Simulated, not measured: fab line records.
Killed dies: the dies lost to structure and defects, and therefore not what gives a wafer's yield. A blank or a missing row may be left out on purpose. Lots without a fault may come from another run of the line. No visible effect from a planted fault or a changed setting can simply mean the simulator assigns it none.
Lot-split experiment ; flow berkeley_cmos170 ; 23 wafers read from 5 lots, route of 331 steps

== THE SPLIT ITSELF ==
At UCB170_PLDD_COAT_01 (resist thk 900 nm), the setting resist_thk_nm was moved away from the recipe's 900 nm on 10 of the 23 wafers read, by -3.4% to +4.9%. All remaining wafers had this setting at the recipe value.

Reading taken at the split's own step.

== THE READING ==
KrF_of_PLDD_COAT_01.thk_nm (the simulator's own value, which no gauge read), in nm, at UCB170_PLDD_COAT_01 (resist thk 900 nm). The file gives no usual value for it. Average 900.5 nm, standard deviation 1.7 nm, over the 13 wafers here run with the recipe.

wafer;tool, chamber at the split;resist_thk_nm as run, nm;against the recipe;KrF_of_PLDD_COAT_01.thk_nm, nm;against lot-mates on the recipe
L075.2;litho_track-01, 0;940.6;+4.5%;937.1;+38.0
L075.3;litho_track-01, 0;900;recipe;898.2;-
L075.4;litho_track-01, 0;900;recipe;898.2;-
L075.5;litho_track-01, 0;900;recipe;900.8;-
L075.6;litho_track-01, 0;940.6;+4.5%;936.6;+37.5
L076.1;litho_track-04, 0;900;recipe;900;-
L076.2;litho_track-04, 0;885.1;-1.7%;883.2;-16.6
L076.4;litho_track-04, 0;885.1;-1.7%;884.2;-15.6
L076.5;litho_track-04, 0;885.1;-1.7%;884.6;-15.2
L076.6;litho_track-04, 0;900;recipe;899.6;-
L079.1;litho_track-04, 0;900;recipe;900.2;-
L079.4;litho_track-04, 0;900;recipe;901.3;-
L079.6;litho_track-04, 0;900;recipe;898.2;-
L081.1;litho_track-01, 0;900;recipe;900.2;-
L081.2;litho_track-01, 0;944.4;+4.9%;940.8;+39.5
L081.3;litho_track-01, 0;900;recipe;902.4;-
L081.4;litho_track-01, 0;944.4;+4.9%;941.8;+40.5
L081.5;litho_track-01, 0;944.4;+4.9%;942.3;+41.0
L084.1;litho_track-03, 0;900;recipe;900.3;-
L084.2;litho_track-03, 0;900;recipe;903.6;-
L084.3;litho_track-03, 0;869.1;-3.4%;873.1;-29.3
L084.5;litho_track-03, 0;869.1;-3.4%;872.7;-29.7
L084.6;litho_track-03, 0;900;recipe;903.2;-

FIT RESULTS
A straight line over all 23 wafers: KrF_of_PLDD_COAT_01.thk_nm changes by +8.33 nm for each +1% of resist_thk_nm; r = +1.00; the points scatter about the line by 1.8 nm.
The same after taking each lot's own level away (the mean of its wafers on the recipe; 23 wafers): +8.41 nm for each +1%; r = +1.00; scatter 1.2 nm.
Per that fit: largest resist_thk_nm move, reading shift of 42 nm.
The span of the lots' own levels, 899.07 to 902.37 nm, comes to 1.9 times the standard deviation stated above.
The two slopes agree, so the slope changes little with the lot-to-lot level.
Check: with one of the wafers moved furthest among these (+4.9%) left out of the fit, the line predicts +41.4 nm for it against its lot-mates. It came out at +39.5 nm against them.

== THESE WAFERS: OTHER SPLITS ==
Note: prior to the reading, these wafers also went through further splits. Each is held against what the fit with the lots' levels taken away leaves over:
other split on the same wafers;wafers away from the commonest value;r with KrF_of_PLDD_COAT_01.thk_nm (lot level and that fit taken away)
UCB170_START_OXIDATION_02 temp_c;18;-0.24
UCB170_NWELL_IMPLANT_14 dose_cm2;8;+0.02
UCB170_PWELL_COAT_08 spin_rpm;9;-0.27
UCB170_PWELL_IMPLANT_15 dose_cm2;10;+0.45
UCB170_ACTIVE_OXIDATION_02 temp_c;18;+0.17
UCB170_NVT_COAT_01 resist_thk_nm;9;-0.01
UCB170_PVT_COAT_01 spin_rpm;8;+0.41
UCB170_PVT_IMPLANT_07 dose_cm2;9;+0.20

== THE FILE'S OWN FIT ==
KrF_of_PLDD_COAT_01.thk_nm changes by +8.39 nm for each +1% of resist_thk_nm, r = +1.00.
